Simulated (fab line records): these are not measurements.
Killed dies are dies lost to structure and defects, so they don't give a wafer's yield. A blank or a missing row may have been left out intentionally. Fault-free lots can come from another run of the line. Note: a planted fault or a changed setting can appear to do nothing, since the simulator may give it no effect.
A struck lot beside a sound one / flow ritCmos / 35 steps out of a route of 202
Sound: the wafers L551.2, L551.4, L551.5. The struck wafers were L556.2, L556.4, L556.5. At the end, the cause is stated.
Per side, at each step with rows, come the tool, then ch with its chambers, and then its first start. Under that, the readings that differ: sound wafers / struck wafers / difference of the means / sigmas: that difference in standard deviations of wafers without a fault.
alike: readings with means less than 2 such deviations apart, plus words and numbers identical on both sides. not compared: withheld readings, readings lacking a value on some wafer, bounds such as >300 that could conceal the same value, and numbers that have no deviation in the record and whose values overlap.
The two part at a step that has a row with sigmas, a row that says differs or no value, or rows on one side only. Numbers that don't overlap but have no deviation are shown without sigmas and don't part them. Lack of a reading on every wafer of one side parts them only where that side has two or more wafers.

RIT_CONTACT_CVD_00: deposits SiO2 from TEOS, target thk 400 nm, time 61 s.
  sound on pecvd-02 ch 1,2, day 4 01:26; struck on pecvd-01 ch 0,1, day 4 23:04
  alike: heaterPowerW, susceptorTempC
  not compared: sinceWetCleanH
RIT_CONTACT_THK_MEAS_01:
  sound on filmMetro-04 at day 4 01:30; struck on filmMetro-02 at day 4 23:08
  alike: CONTACT_TEOS_THK
then, 6 steps without rows for these wafers: RIT_CONTACT_HMDS_02 (prime time 60 s); RIT_CONTACT_COAT_03 (resist thk 1000 nm); RIT_CONTACT_SOFTBAKE_04 (time 60 s); RIT_CONTACT_EXPOSE_05 (exposes mask M11, target cd 1000 nm); RIT_CONTACT_PEB_06; RIT_CONTACT_DEVELOP_07 (develop time 120 s).
RIT_CONTACT_CD_MEAS_08: target cd 1000 nm.
  sound on cdSem-02 at day 4 02:40; struck on cdSem-01 at day 5 00:23
  alike: cdNm
RIT_CONTACT_OVL_MEAS_09:
  sound on overlay-01 at day 4 02:46; struck on overlay-02 at day 5 00:29
  alike: CONTACT_OVL
then, 1 step without rows for these wafers: RIT_CONTACT_HARDBAKE_10 (time 60 s).
RIT_CONTACT_ETCH_11: etches SiO2 in CHF3/CF4/Ar, stops on TiSi2, target depth 480 nm, time 320 s.
  sound on rieDiel-01 ch 0,1,3, day 4 02:57; struck on rieDiel-01 ch 0,2, day 5 00:40
  alike: drypumpMotorCurrentA, mfcArSccm, oesProductAu, throttleValvePct
  not compared: rfHoursCounterH
RIT_CONTACT_STRIP_12: strips in O2, time 180 s.
  sound on plasmaAsher-03 ch 0,1, day 4 03:08; struck on plasmaAsher-02 ch 0,1, day 5 00:52
  alike: drypumpMotorCurrentA, o2FlowSccm
  not compared: rfHoursCounterH
RIT_CONTACT_CD_MEAS_90: target cd 1000 nm.
  sound on cdSem-01 at day 4 03:20; struck on cdSem-01 at day 5 01:04
  alike: cdNm
then, 2 steps without rows for these wafers: RIT_CONTACT_CLEAN_13 (cleans in SC1, time 600 s); RIT_CONTACT_CLEAN_14 (cleans in SC2, time 600 s).
RIT_M1_SPUTTER_00: material Al, target thk 400 nm, time 500 s.
  sound on pvdSputter-03 at day 4 03:47; struck on pvdSputter-02 at day 5 01:32
  alike: throttleValvePct
RIT_M1_RS_MEAS_01: a four-point-probe measurement.
  sound on filmMetro-01 at day 4 04:06; struck on filmMetro-01 at day 5 01:52
  alike: M1_AL_RS
RIT_M1_THK_MEAS_02: measures by xrf.
  sound on filmMetro-01 at day 4 04:13; struck on filmMetro-01 at day 5 01:58
  alike: M1_AL_THK
then, 6 steps without rows for these wafers: RIT_M1_HMDS_03 (prime time 60 s); RIT_M1_COAT_04 (resist thk 1300 nm); RIT_M1_SOFTBAKE_05 (time 60 s); RIT_M1_EXPOSE_06 (exposes mask M12, target cd 2600 nm); RIT_M1_PEB_07; RIT_M1_DEVELOP_08 (develop time 68 s).
RIT_M1_CD_MEAS_09: target cd 2600 nm.
  sound on cdSem-02 at day 4 05:16; struck on cdSem-01 at day 5 02:55
  alike: cdNm
RIT_M1_OVL_MEAS_10:
  sound on overlay-01 at day 4 05:22; struck on overlay-01 at day 5 03:01
reading=M1_OVL (nm); sound=-1.0 -1.3 -1.4; struck=3.3 2.2 2.9; difference=+4.0; sigmas=+3
then, 1 step without rows for these wafers: RIT_M1_HARDBAKE_11 (time 120 s).
RIT_M1_METAL_ETCH_12: etches Al in Cl2/BCl3, stops on SiO2, time 165 s, target depth 600 nm.
  sound on rieMetal-03 ch 0,1, day 4 05:39; struck on rieMetal-02 ch 0,1, day 5 03:18
  alike: bcl3FlowSccm, drypumpMotorCurrentA, oesProductAu, throttleValvePct
  not compared: rfHoursCounterH
then, 1 step without rows for these wafers: RIT_M1_STRIP_13 (strips in nmp, time 600 s).
RIT_M1_STRIP_14: strips in O2, time 180 s.
  sound on plasmaAsher-03 ch 0,1, day 4 06:11; struck on plasmaAsher-01 ch 0,1, day 5 03:38
  alike: drypumpMotorCurrentA, o2FlowSccm
  not compared: rfHoursCounterH
RIT_M1_CD_MEAS_90: target cd 2600 nm.
  sound on cdSem-02 at day 4 06:23; struck on cdSem-01 at day 5 03:50
  alike: cdNm
then, 1 step without rows for these wafers: RIT_M1_ANNEAL_15 (time 1800 s).
RIT_M1_BOW_MEAS_16:
  sound on filmMetro-03 at day 4 08:17; struck on filmMetro-03 at day 5 05:27
  alike: M1_BOW
RIT_M1_PROBE_99:
  sound on prober-02 at day 4 08:26; struck on prober-01 at day 5 05:36
reading=killedAtContacts; sound=0 0 0; struck=28 26 29; difference=+28; sigmas=+99 or more
reading=killedDies; sound=9 13 6; struck=33 32 31; difference=+23; sigmas=+8
reading=model.etest.pmosTurned.rOnOhmUm; sound=3438 3561 3484; struck=3899 3908 3897; difference=+407; sigmas=
reading=model.etest.pmos_0p3.rOnOhmUm; sound=6386 6478 6392; struck=6724 6718 6680; difference=+289; sigmas=
reading=model.etest.pmos_0p15.rOnOhmUm; sound=2770 2881 2833; struck=3154 3130 3142; difference=+314; sigmas=
reading=model.etest.pldd.rsOhmSq; sound=496.4 513.6 481.7; struck=649 664.9 680.2; difference=+167; sigmas=
reading=model.etest.pldd.lineOhmUm; sound=155.3 162 151.2; struck=206.2 206.8 215.6; difference=+53.4; sigmas=
reading=model.etest.pmosTurned.driveUaUm; sound=189.6 180.5 189.1; struck=163.4 161.8 162.7; difference=-23.8; sigmas=
reading=model.etest.pmos_0p15.driveUaUm; sound=257.3 241 249.8; struck=222.4 221.5 222.7; difference=-27.2; sigmas=
reading=model.etest.pmos_0p3.driveUaUm; sound=99.09 97.43 98.2; struck=93.23 93.33 94.54; difference=-4.54; sigmas=
  alike: killedAtFrontEnd, killedOnRim, killedOpen, killedShort

## WHERE THEY PART
At RIT_M1_OVL_MEAS_10 first; at RIT_M1_PROBE_99 last (within this record only).

WHY: what had been put in by the simulator
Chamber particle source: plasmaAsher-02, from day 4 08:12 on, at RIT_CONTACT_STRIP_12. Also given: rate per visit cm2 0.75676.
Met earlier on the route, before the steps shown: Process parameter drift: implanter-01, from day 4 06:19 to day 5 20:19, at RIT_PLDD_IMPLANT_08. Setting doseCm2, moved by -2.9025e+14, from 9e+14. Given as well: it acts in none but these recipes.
